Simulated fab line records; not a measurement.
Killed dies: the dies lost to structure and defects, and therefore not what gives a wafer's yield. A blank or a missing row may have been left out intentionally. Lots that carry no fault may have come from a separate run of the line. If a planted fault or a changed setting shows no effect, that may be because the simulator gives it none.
fab line records | flow berkeleyCmos170
[record] lots = 6 | wafers = 18 | lastDay = 12
route steps=331 shown FIELD@96 SACOX@97 SCREENOX@100 NVT@104
lots that met no fault: taken from a fault-free run of the same line
startH: start of the lot's first displayed wafer, in hours after the record's first day | waitH: hours since the lot's step before | " same as the row above | L1.1+2: a single row standing in for several wafers | - no value, or no start was given | * or withheld: withheld | < > ~ a bound
route shown NAME@n: names a module that has steps shown in the file, with the first one's number in the route | usual: mean/standard deviation of fault-free wafers | same: alike in all rows | chamber/n: place in a boat | sites: per-site readings | _std_site: standard deviation across them | _edge_site: mean of outer sites minus mean of inner sites | radiusMm: for every site, how far away it sits from the centre of the wafer | mask NAME#n: copy n | behind: tool/chamber where the wafer was last shaped | hold: cause of the lot's hold/its duration in hours/its outcome | device: which transistor (n, p or np) failed to switch | end of line: the same wafers' tests at the end of the route | a step without rows: its recipe alone | killed: count of dies lost to structure and defects at first sort (not the wafer's yield) | map: per-die view of a wafer (x killed, . not killed, _ where there is no die)
set.NAME: the run value of the setting; set.NAME@STEP: its run value at that earlier step | model.NAME: the simulator's own value behind a step, which no gauge read
lots seen at some steps along the route; tables by step, rows by wafer
services: a tool's chamber out of use, with start hour (startH, from the record's first day; less than 0 if before it), hours out, and reason
[[steps]]
[step UCB170_FIELD_THK_MEAS_90]
[recipe] reads = SiO2_of_FIELD_OXIDATION_01
[usual] FIELD_OXIDE_LEFT_1_THK = 442/14
lot.wafer | tool         | chamber | startH | waitH | FIELD_OXIDE_LEFT_1_THK[nm]
L205.2    | filmMetro-04 | -       | 135.47 | 0.0   | 476
L205.3    | "            | -       | "      | "     | 472
L205.6    | "            | -       | "      | "     | 468
L208.1    | filmMetro-03 | -       | 158.97 | 0.0   | 425
L208.4    | "            | -       | "      | "     | 425
L208.5    | "            | -       | "      | "     | 428
L211.3    | filmMetro-01 | -       | 175.48 | 0.0   | 433
L211.4    | "            | -       | "      | "     | 435
L211.5    | "            | -       | "      | "     | 433
L209.1    | filmMetro-03 | -       | 175.52 | 0.1   | 450
L209.2    | "            | -       | "      | "     | 446
L209.3    | "            | -       | "      | "     | 463
L212.1    | filmMetro-01 | -       | 175.52 | 0.1   | 434
L212.3    | "            | -       | "      | "     | 434
L212.4    | "            | -       | "      | "     | 433
L222.2    | filmMetro-01 | -       | 222.62 | 0.0   | 438
L222.3    | "            | -       | "      | "     | 436
L222.6    | "            | -       | "      | "     | 443
[step UCB170_SACOX_CLEAN_00]
[recipe] chemistry = dHF | dilution = 25:1 | timeS = 7.5
[step UCB170_SACOX_OXIDATION_01]
[recipe] tempC = 900 | ambient = O2 | targetThkA = 144 | oxTimeS = 2400
[step UCB170_SACOX_THK_MEAS_02]
[recipe] reads = SiO2_of_SACOX_OXIDATION_01
[usual] SACOX_OXIDE_THK = 14.4/0.35
lot.wafer | tool         | chamber | startH | waitH | SACOX_OXIDE_THK[nm]
L205.2    | filmMetro-04 | -       | 142.06 | 0.0   | 14.2
L205.3    | "            | -       | "      | "     | 14.2
L205.6    | "            | -       | "      | "     | 14.1
L208.1    | filmMetro-04 | -       | 161.57 | 0.0   | 14.6
L208.4    | "            | -       | "      | "     | 14.5
L208.5    | "            | -       | "      | "     | 14.4
L209.1    | filmMetro-02 | -       | 179.97 | 0.0   | 14.8
L209.2    | "            | -       | "      | "     | 14.5
L209.3    | "            | -       | "      | "     | 14.5
L211.3    | filmMetro-04 | -       | 179.99 | 0.0   | 14.2
L211.4    | "            | -       | "      | "     | 14.1
L211.5    | "            | -       | "      | "     | 14.1
L212.1    | filmMetro-04 | -       | 180.03 | 0.1   | 14.3
L212.3    | "            | -       | "      | "     | 14.4
L212.4    | "            | -       | "      | "     | 14.5
L222.2    | filmMetro-02 | -       | 227.18 | 0.0   | 14.4
L222.3    | "            | -       | "      | "     | 14.3
L222.6    | "            | -       | "      | "     | 14.3
[step UCB170_SCREENOX_WET_ETCH_00]
[recipe] chemistry = dHF | dilution = 25:1 | target = SiO2 | tempC = 25 | timeS = 200
[step UCB170_SCREENOX_OXIDATION_01]
[recipe] tempC = 900 | ambient = O2 | targetThkA = 144 | oxTimeS = 2400
[step UCB170_SCREENOX_THK_MEAS_02]
[recipe] reads = SiO2_of_SCREENOX_OXIDATION_01
[usual] SCREENOX_OXIDE_THK = 14.6/0.32
lot.wafer | tool         | chamber | startH | waitH | SCREENOX_OXIDE_THK[nm]
L205.2    | filmMetro-03 | -       | 150.88 | 0.0   | 14.6
L205.3    | "            | -       | "      | "     | 14.8
L205.6    | "            | -       | "      | "     | 14.7
L208.1    | filmMetro-03 | -       | 165.57 | 0.0   | 14.4
L208.4    | "            | -       | "      | "     | 14.5
L208.5    | "            | -       | "      | "     | 14.6
L212.1    | filmMetro-01 | -       | 185.70 | 0.1   | 14.3
L212.3    | "            | -       | "      | "     | 14.3
L212.4    | "            | -       | "      | "     | 14.2
L211.3    | filmMetro-02 | -       | 185.80 | 0.2   | 14.2
L211.4    | "            | -       | "      | "     | 14.2
L211.5    | "            | -       | "      | "     | 14.2
L209.1    | filmMetro-01 | -       | 185.82 | 0.2   | 14.9
L209.2    | "            | -       | "      | "     | 15.1
L209.3    | "            | -       | "      | "     | 15.1
L222.2    | filmMetro-03 | -       | 232.59 | 0.0   | 14.2
L222.3    | "            | -       | "      | "     | 14.3
L222.6    | "            | -       | "      | "     | 14.3
[step UCB170_SCREENOX_ANNEAL_03]
[recipe] tempC = 900 | timeS = 900 | ambient = N2
[step UCB170_NVT_HMDS_00]
[recipe] primeTimeS = 60 | primeTempC = 100
[step UCB170_NVT_COAT_01]
[recipe] resist = KrF | spinRpm = 1500 | resistThkNm = 900
[step UCB170_NVT_SOFTBAKE_02]
[recipe] resist = KrF | tempC = 130 | timeS = 60
[step UCB170_NVT_EXPOSE_03]
[recipe] maskId = PWELL | targetCdNm = 3000 | na = 0.5 | sigmaOuter = 0.6 | sourceShape = conventional | doseMj = 30
[step UCB170_NVT_PEB_04]
[recipe] pebTempC = 130 | pebTimeS = withheld | resist = KrF
[usual] chillPlateTempC = 23.01/0.1 | exhaustPa = 45.2/0.81
lot.wafer | tool          | chamber | startH | waitH | chillPlateTempC | exhaustPa
L205.2    | lithoTrack-01 | 0       | 155.08 | 0.6   | 23.01           | 45.1
L205.3    | "             | 0       | "      | "     | 23.00           | 44.3
L205.6    | "             | 0       | "      | "     | 23.05           | 44.8
L208.1    | lithoTrack-03 | 0       | 171.89 | 0.4   | 23.03           | 45.3
L208.4    | "             | 0       | "      | "     | 22.92           | 44.0
L208.5    | "             | 0       | "      | "     | 22.91           | 44.2
L209.1    | lithoTrack-04 | 0       | 191.84 | 0.8   | 22.92           | 44.0
L209.2    | "             | 0       | "      | "     | 22.92           | 44.3
L209.3    | "             | 0       | "      | "     | 22.87           | 46.4
L212.1    | lithoTrack-03 | -       | 191.93 | 0.6   | -               | -
L212.3    | "             | -       | "      | "     | -               | -
L212.4    | "             | -       | "      | "     | -               | -
L211.3    | lithoTrack-03 | -       | 192.26 | 0.8   | -               | -
L211.4    | "             | -       | "      | "     | -               | -
L211.5    | "             | -       | "      | "     | -               | -
L222.2    | lithoTrack-01 | 0       | 238.46 | 0.2   | 22.92           | 44.9
L222.3    | "             | 0       | "      | "     | 22.98           | 45.4
L222.6    | "             | 0       | "      | "     | 22.99           | 44.6
[step UCB170_NVT_DEVELOP_05]
[recipe] developer = TMAH | developTimeS = 45 | resist = KrF | devTempC = 21
[[services]]
tool          | chamber | startH | hours | kind
lithoTrack-01 | -       | 140.67 | -     | consumableReplace:filter
[[key]]
[firstSign] step = UCB170_NVT_PEB_04 | reading = toolRecord | direction = missing
effect none on later readings
metAt UCB170_NVT_PEB_04
struckWafers L211.3,L211.4,L211.5,L212.1,L212.3,L212.4
sortLeftOut L211.3,L211.4,L211.5,L212.1,L212.3,L212.4
testerLeftOut L211,L212
onsetBetween 171.89 191.93
[fault] kind = skippedStepWhole | tool = lithoTrack-03 | chamber = - | onsetH = 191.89 | steps = UCB170_NVT_PEB_04 | scope = struckLotsOnly
// testerLeftOut: of these lots the tester's yield and bins aren't shown, on N5 and GAA mostly nor the transistor test; their killed dies are dies lost to structure and defects alone, not to doping, threshold or leakage, so they don't give the yield
// sortLeftOut: the simulated sort isn't trusted on such a fault, so these wafers' sort isn't shown, and their yield isn't known
